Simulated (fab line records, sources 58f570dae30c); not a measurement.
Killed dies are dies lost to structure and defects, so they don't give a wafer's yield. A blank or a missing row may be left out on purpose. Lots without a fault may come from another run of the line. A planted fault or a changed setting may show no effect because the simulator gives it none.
Which tool did it? | flow berkeley_cmos170 | 14 lots, 42 wafers sampled, at 5 steps of a route of 331

WHAT THE GAUGES READ, wafer by wafer
UCB170_ACTIVE_THK_MEAS_06.
lot  | measured    | on            | ACTIVE_NITRIDE_THK (nm)
L651 | day 4 18:50 | film_metro-04 | 217.3 218.0 217.0
L652 | day 5 11:03 | film_metro-03 | 218.5 218.6 220.2
L653 | day 5 11:03 | film_metro-02 | 221.6 223.5 222.0
L654 | day 5 11:03 | film_metro-04 | 219.9 219.2 219.7
L655 | day 5 23:45 | film_metro-03 | 217.0 217.6 217.4
L658 | day 6 06:47 | film_metro-04 | 220.3 221.1 219.9
L660 | day 6 20:22 | film_metro-03 | 219.7 218.6 220.0
L663 | day 7 05:18 | film_metro-02 | 219.7 220.1 221.4
L662 | day 7 05:20 | film_metro-03 | 218.4 219.6 219.8
L666 | day 8 10:19 | film_metro-03 | 218.5 218.1 220.0
L668 | day 8 16:04 | film_metro-03 | 216.1 216.9 216.8
L669 | day 9 00:03 | film_metro-03 | 222.5 223.2 222.2
L671 | day 9 09:42 | film_metro-04 | 219.8 221.9 221.4
L674 | day 9 23:37 | film_metro-03 | 224.3 222.8 223.9

UCB170_PLDD_CD_MEAS_06: target cd 1200 nm.
lot  | measured     | on        | cd_nm (nm)
L651 | day 7 07:31  | cd_sem-01 | 1200.3 1201.1 1200.1
L652 | day 8 09:58  | cd_sem-01 | 1199.2 1198.7 1199.4
L653 | day 8 09:15  | cd_sem-02 | 1197.6 1197.7 1198.9
L654 | day 8 09:43  | cd_sem-01 | 1200.2 1201.0 1200.8
L655 | day 8 15:49  | cd_sem-01 | 1202.4 1200.8 1200.9
L658 | day 9 00:05  | cd_sem-02 | 1199.7 1200.6 1200.3
L660 | day 9 18:20  | cd_sem-02 | 1199.8 1198.2 1198.8
L663 | day 9 21:14  | cd_sem-01 | 1200.2 1199.7 1199.4
L662 | day 9 17:59  | cd_sem-02 | 1200.7 1200.7 1201.0
L666 | day 11 01:32 | cd_sem-02 | 1198.8 1199.3 1201.1
L668 | day 11 10:08 | cd_sem-01 | 1202.0 1203.3 1201.9
L669 | day 11 09:36 | cd_sem-01 | 1197.2 1197.5 1198.4
L671 | day 12 00:38 | cd_sem-01 | 1200.6 1200.6 1199.1
L674 | day 12 10:12 | cd_sem-01 | 1199.4 1199.4 1200.0

UCB170_SDANNEAL_RS_MEAS_02: measures by four-point-probe.
lot  | measured     | on            | PSD_RS (ohm/sq)
L651 | day 7 23:48  | film_metro-04 | 76.2 76.3 76.3
L652 | day 8 22:35  | film_metro-04 | 76.2 75.8 76.0
L653 | day 8 22:59  | film_metro-02 | 76.1 76.0 76.0
L654 | day 8 22:17  | film_metro-02 | 75.6 75.7 75.6
L655 | day 9 09:01  | film_metro-04 | 75.6 75.6 75.5
L658 | day 9 09:52  | film_metro-04 | 75.1 75.0 75.2
L660 | day 10 07:49 | film_metro-04 | 75.6 75.5 75.4
L663 | day 10 10:22 | film_metro-04 | 81.2 81.2 81.3 81.1 81.4 81.5
L662 | day 10 07:14 | film_metro-03 | 81.8 81.7 81.5 81.8 81.8 81.5
L666 | day 11 16:17 | film_metro-04 | 75.7 76.3 76.0
L668 | day 12 02:58 | film_metro-02 | 75.5 75.1 75.2
L669 | day 12 01:55 | film_metro-04 | 76.0 75.8 75.7
L671 | day 12 13:47 | film_metro-04 | 76.2 76.2 76.3
L674 | day 13 05:10 | film_metro-03 | 75.9 76.0 75.8

WHICH TOOL RAN EACH LOT (tool, then ch and the chambers of the sampled wafers, then the start)
lot  | UCB170_PSD_IMPLANT_08           | UCB170_PSD_STRIP_09
L651 | implanter-04 ch 0, day 7 20:26  | plasma_asher-04 ch 0,1, day 7 20:34
L652 | implanter-04 ch 0, day 8 19:07  | plasma_asher-01 ch 1, day 8 19:16
L653 | implanter-02 ch 0, day 8 19:01  | plasma_asher-02 ch 0,1, day 8 19:10
L654 | implanter-02 ch 0, day 8 18:42  | plasma_asher-01 ch 0,1, day 8 18:51
L655 | implanter-02 ch 0, day 9 06:11  | plasma_asher-04 ch 0,1, day 9 06:20
L658 | implanter-01 ch 0, day 9 06:43  | plasma_asher-02 ch 0,1, day 9 06:50
L660 | implanter-04 ch 0, day 10 03:06 | plasma_asher-02 ch 0,1, day 10 03:13
L663 | implanter-01 ch 0, day 10 06:54 | plasma_asher-04 ch 0,1, day 10 07:03
L662 | implanter-01 ch 0, day 10 03:00 | plasma_asher-04 ch 0,1, day 10 03:07
L666 | implanter-02 ch 0, day 11 13:16 | plasma_asher-01 ch 1, day 11 13:23
L668 | implanter-02 ch 0, day 11 22:30 | plasma_asher-04 ch 0,1, day 11 22:38
L669 | implanter-02 ch 0, day 11 21:58 | plasma_asher-02 ch 0,1, day 11 22:07
L671 | implanter-02 ch 0, day 12 10:13 | plasma_asher-04 ch 0,1, day 12 10:22
L674 | implanter-02 ch 0, day 13 00:02 | plasma_asher-02 ch 0,1, day 13 00:09
- UCB170_PSD_IMPLANT_08
- UCB170_PSD_STRIP_09: strips in O2.

WHAT THE TOOLS THEMSELVES READ (means of the sampled wafers that have a number; where no wafer has one, the mark that the record gives instead)
UCB170_PSD_IMPLANT_08.
lot  | tool         | dose_ions_cm2 | faraday_current_uA
L651 | implanter-04 | 3e+15         | 9182
L652 | implanter-04 | 3e+15         | 9044
L653 | implanter-02 | 3e+15         | 9234
L654 | implanter-02 | 3e+15         | 9251
L655 | implanter-02 | 3e+15         | 9208
L658 | implanter-01 | 3e+15         | 9246
L660 | implanter-04 | 3e+15         | 9072
L663 | implanter-01 | 3e+15         | 8539
L662 | implanter-01 | 3e+15         | 8456
L666 | implanter-02 | 3e+15         | 9208
L668 | implanter-02 | 3e+15         | 9108
L669 | implanter-02 | 3e+15         | 9337
L671 | implanter-02 | 3e+15         | 9392
L674 | implanter-02 | 3e+15         | 9342

UCB170_PSD_STRIP_09.
lot  | tool            | drypump_motor_current_A (A) | oes_product_au (a.u.) | strip_time_to_endpoint_s (s)
L651 | plasma_asher-04 | 5.1                         | 0.604                 | 29.21
L652 | plasma_asher-01 | 5.2                         | 0.599                 | 29.26
L653 | plasma_asher-02 | 6.3                         | 0.603                 | 29.15
L654 | plasma_asher-01 | 5.5                         | 0.600                 | 29.28
L655 | plasma_asher-04 | 5.1                         | 0.602                 | 29.38
L658 | plasma_asher-02 | 6.4                         | 0.602                 | 29.38
L660 | plasma_asher-02 | 6.3                         | 0.602                 | 29.44
L663 | plasma_asher-04 | 5.1                         | 0.615                 | 28.20
L662 | plasma_asher-04 | 5.2                         | 0.615                 | 28.23
L666 | plasma_asher-01 | 5.3                         | 0.599                 | 29.20
L668 | plasma_asher-04 | 5.2                         | 0.605                 | 29.31
L669 | plasma_asher-02 | 6.5                         | 0.601                 | 29.28
L671 | plasma_asher-04 | 5.2                         | 0.602                 | 29.24
L674 | plasma_asher-02 | 6.4                         | 0.597                 | 29.30

THE ANSWER, worked out from the rows above alone
Rule: what is usual is taken from the lots themselves. Put in order of their means at a reading, lots are off if they are a third of the lots or fewer, leave a main group of 4 or more, and stand apart from it by a gap of 3 or more times the standard deviation of the main group's means; of several such gaps the widest counts. A main group whose means are all the same, to the digits that the tables above print for the reading, isn't used. A lot without any number at a reading at which 4 lots or more have one is off too. The other lots that the step has rows for count as sound. The gauges are gone through in route order, then the tools' own readings, and for those a lot's mean is taken as printed above. The first step at which some lot is off is used, and at that step the reading that is off furthest; a lot without a number counts as furthest.
Off: L663, L662, at UCB170_SDANNEAL_RS_MEAS_02 (PSD_RS). The main group: mean 75.8 ohm/sq, standard deviation 0.35.
A tool fits if, at a process step before that reading, it ran every lot that is off, and no sound lot after the first of them. The gauges at UCB170_SDANNEAL_RS_MEAS_02 aren't tried: what is off there is off at UCB170_PSD_IMPLANT_08 too, on other tools, and a gauge's error can't cause that. One fits: implanter-01 at UCB170_PSD_IMPLANT_08. Its last sound lot is L658 (day 9 06:43), its first lot that is off L662 (day 10 03:00): a fault that began between those two fits.
The tool's own readings at UCB170_PSD_IMPLANT_08 bear it out: on the lots that are off they differ by more than 5 times the standard deviation of the sound lots' means. faraday_current_uA reads 8498 there against 9219 on the sound lots.

WHAT THE SIMULATOR HAD PUT IN
Process parameter drift: implanter-01, from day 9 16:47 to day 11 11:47, at UCB170_PSD_IMPLANT_08. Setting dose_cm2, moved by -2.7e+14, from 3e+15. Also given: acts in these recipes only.
Lots struck among those shown: L663, L662. The rule above found the same.
